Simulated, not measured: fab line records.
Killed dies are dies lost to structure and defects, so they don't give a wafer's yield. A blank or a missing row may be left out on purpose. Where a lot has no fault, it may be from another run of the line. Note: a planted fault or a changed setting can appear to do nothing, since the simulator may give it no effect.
8D (eight disciplines) problem report, filled in by code + flow rit-cmos + the parts of the form that need people (team, actions taken, sign-off) are left out

== 1. THE PROBLEM ==
Wafers without a fault read 0.0 with a standard deviation of 0.083, while killed_at_M0_to_M3 at RIT_M1_PROBE_99 averages 24.5 across 2 wafers of 1 lot. That is +99 or more standard deviations from the usual mean.
Earliest sighting: wafer L936.3 on prober-01 at day 6 20:04. At this step, 39 wafers from 13 lots have a number in the record. Rule for "out", or "out of limits": more than 4 standard deviations from the usual mean. All remaining wafers that have a number are taken as sound.

== 2. WHAT IT IS; WHAT IT IS NOT ==
| question                    | is                                                                                                                     | is not                                                                 |
|-----------------------------|------------------------------------------------------------------------------------------------------------------------|------------------------------------------------------------------------|
| which readings at this step | killed_at_M0_to_M3, defect-limited-yield, killed-dies, killed-on-rim, sort_bin_5_function, sort-n-pass, sort-yield-pct | killed-at-contacts, killed-at-front-end, killed-open, killed-short     |
| which lots                  | L936                                                                                                                   | L920, L921, L922, L923, L924, L926, L927, L928, L931, L934, L935, L941 |
| which wafers of those lots  | L936.3, L936.5                                                                                                         | L936.2                                                                 |
| read on which tools         | prober-01                                                                                                              | prober-02                                                              |
| when                        | from day 6 20:04                                                                                                       | up to then (34 sound wafers); but 3 sound wafers of L941 came after    |

== 3. SUSPECTS, AND WHAT RULES EACH OUT ==
Counting: a tool at a process step up to the reading stays a suspect if it ran every lot that is out. Sound lots after the first of them don't rule it out here, since some wafers of a struck lot are sound.
- pvd-sputter-02 at RIT_M1_SPUTTER_00 (material Al, target thk 400 nm, time 500 s): kept. L936, the lot that is out, went through it at day 6 15:57; up to then, the latest sound lot through it was L934 at day 6 10:40.
- prober-01 at RIT_M1_PROBE_99: kept. L936, the lot that is out, went through it at day 6 20:01; up to then, the latest sound lot through it was L934 at day 6 14:55. Its own defect-limited-yield, killed_at_M0_to_M3, killed-dies, killed-on-rim, sort_bin_5_function, sort-n-pass, sort-yield-pct readings are out on those wafers.
The count leaves prober-01 at RIT_M1_PROBE_99 and pvd-sputter-02 at RIT_M1_SPUTTER_00.

== 4. THE CAUSE (what the simulator had put in) ==
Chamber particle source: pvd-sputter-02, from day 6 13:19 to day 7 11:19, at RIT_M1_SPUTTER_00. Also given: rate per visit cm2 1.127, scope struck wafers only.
After counting, 2 suspects remain, this tool included.

== 5. THE EFFECT CHAIN, in route order ==
Each row: a reading where the mean over the struck wafers with a number is more than 3 standard deviations away from the usual. Readings are gone through only where the record gives a usual standard deviation; hours: the median, over the lots, of the time from a lot's start at the first step in this table giving one to that lot's start at this step; sigmas: the change measured in usual standard deviations.
| hours | step            | reading              | usual  | on struck wafers | change | sigmas      |
|-------|-----------------|----------------------|--------|------------------|--------|-------------|
| 0     | RIT_M1_PROBE_99 | defect-limited-yield | 97.4 % | 89.2             | -8.2   | -6.8        |
| 0     | RIT_M1_PROBE_99 | killed_at_M0_to_M3   | 0.0    | 24.5             | +24.5  | +99 or more |
| 0     | RIT_M1_PROBE_99 | killed-dies          | 7      | 28               | +22    | +6.9        |
| 0     | RIT_M1_PROBE_99 | killed-on-rim        | 1.9    | 9.5              | +7.6   | +5.4        |
| 0     | RIT_M1_PROBE_99 | sort_bin_3_pad_short | 0.1 %  | 1.4              | +1.2   | +5.4        |
| 0     | RIT_M1_PROBE_99 | sort_bin_5_function  | 1.4 %  | 7.2              | +5.8   | +7.5        |
| 0     | RIT_M1_PROBE_99 | sort-n-pass          | 257    | 236              | -22    | -6.9        |
| 0     | RIT_M1_PROBE_99 | sort-yield-pct       | 97.4 % | 89.2             | -8.2   | -6.8        |
The process steps in it:
- RIT_M1_PROBE_99

== 6. HOW IT WOULD HAVE BEEN CAUGHT EARLIER ==
In this record the first reading out of limits was taken at day 6 20:04, 7 hours after the fault began at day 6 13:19.
No tool reading at RIT_M1_SPUTTER_00 that has a usual standard deviation in the record was out on any struck wafer, so an alarm limit of 4 standard deviations on those readings would not have fired.
Lots out: 1; all had begun RIT_M1_SPUTTER_00 on pvd-sputter-02 by day 6 20:04. Tool hold at that time: it would have spared none of them.
